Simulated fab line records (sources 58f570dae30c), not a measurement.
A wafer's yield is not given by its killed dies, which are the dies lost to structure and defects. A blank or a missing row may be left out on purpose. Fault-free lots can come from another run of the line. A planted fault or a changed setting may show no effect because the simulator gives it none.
Comparing a struck lot with a sound one | flow berkeley cmos170 | 15 steps out of a route of 331
Sound: the wafers L374.1, L374.3, L374.6. Wafers struck: L392.1, L392.3, L392.5. Last of all comes the cause.
For every step that has rows: the tool of each side, followed by ch and its chambers, followed by its first start. Under that, the readings that differ: sound wafers | struck wafers | difference of the means | sigmas: that difference in standard deviations of wafers without a fault.
alike: same words and numbers on both sides, and readings whose means sit less than 2 such deviations apart. not compared: any withheld reading, any reading some wafer has no value for, any bound like >300 that may hide the same value, and any number with overlapping values for which the record gives no deviation.
The two part at a step that has a row with sigmas, a row that says differs or no value, or rows on one side only. When numbers do not overlap yet have no deviation, they are printed without sigmas and do not part them. Lack of a reading on every wafer of one side parts them only where that side has two or more wafers.

UCB170_V1_CMP_02: polishes SiO2.
  sound on cmp-02 ch 0,2,3, day 8 09:43; struck on cmp-02 ch 0,1,2, day 12 07:55
  alike: motor current A
UCB170_V1_BOW_MEAS_03:
  sound on film metro-02 at day 8 09:55; struck on film metro-03 at day 12 08:10
  alike: V1_BOW
UCB170_V1_THK_MEAS_04:
  sound on film metro-02 at day 8 10:02; struck on film metro-03 at day 12 08:17
  alike: V1_POLISHED_THK
then, 7 steps without rows for these wafers: UCB170_V1_CLEAN_05 (cleans in DIW); UCB170_V1_HMDS_06 (prime time 60 s); UCB170_V1_COAT_07 (resist thk 900 nm); UCB170_V1_SOFTBAKE_08 (time 60 s); UCB170_V1_EXPOSE_09 (exposes mask VIA1, target cd 700 nm); UCB170_V1_PEB_10; UCB170_V1_DEVELOP_11 (develop time 45 s).
UCB170_V1_CD_MEAS_12: target cd 700 nm.
  sound on cd sem-01 at day 8 12:55; struck on cd sem-01 at day 12 11:01
  alike: cd nm
UCB170_V1_OVL_MEAS_13:
  sound on overlay-02 at day 8 13:02; struck on overlay-02 at day 12 11:08
  alike: V1_OVL
UCB170_V1_ETCH_14: etches SiO2 in CHF3/CF4/Ar, stops on Al, target depth 1250 nm, time 291 s.
  sound on rie diel-04 ch 0,2,3, day 8 13:05; struck on rie diel-01 ch 0,1,3, day 12 11:10
  reading                             | sound             | struck            | difference | sigmas
  oes product au (a.u.)               | 0.875 0.873 0.877 | 0.847 0.839 0.842 | -0.032     | -3
  model.KrF_of_V1_COAT_07.thk nm (nm) | 609.8 615.8 621.6 | 676.3 683.1 679.2 | +63.8      |
  model.V1.feature depth nm (nm)      | 999.8 1001 999.2  | 955.6 930.5 964   | -50.0      |
  model.etch.depth nm (nm)            | 999.5 1001 999.2  | 955.6 930.5 964   | -49.9      |
  alike: drypump motor current A, throttle valve pct
  not compared: rf hours counter h
UCB170_V1_STRIP_15: strips in O2.
  sound on plasma asher-03 ch 1, day 8 13:15; struck on plasma asher-04 ch 0,1, day 12 11:21
  reading                      | sound             | struck            | difference | sigmas
  strip time to endpoint s (s) | 15.31 15.46 15.59 | 16.83 16.98 16.90 | +1.45      | +12
  alike: drypump motor current A, oes product au
  not compared: rf hours counter h
UCB170_V1_CD_MEAS_90: target cd 700 nm.
  sound on cd sem-01 at day 8 13:31; struck on cd sem-01 at day 12 11:32
  alike: cd nm

== WHERE THEY PART ==
Earliest at UCB170_V1_ETCH_14; latest, in this record, at UCB170_V1_STRIP_15. Later steps at which nothing parts them and some readings are alike: UCB170_V1_CD_MEAS_90.

WHY: what had been put in by the simulator
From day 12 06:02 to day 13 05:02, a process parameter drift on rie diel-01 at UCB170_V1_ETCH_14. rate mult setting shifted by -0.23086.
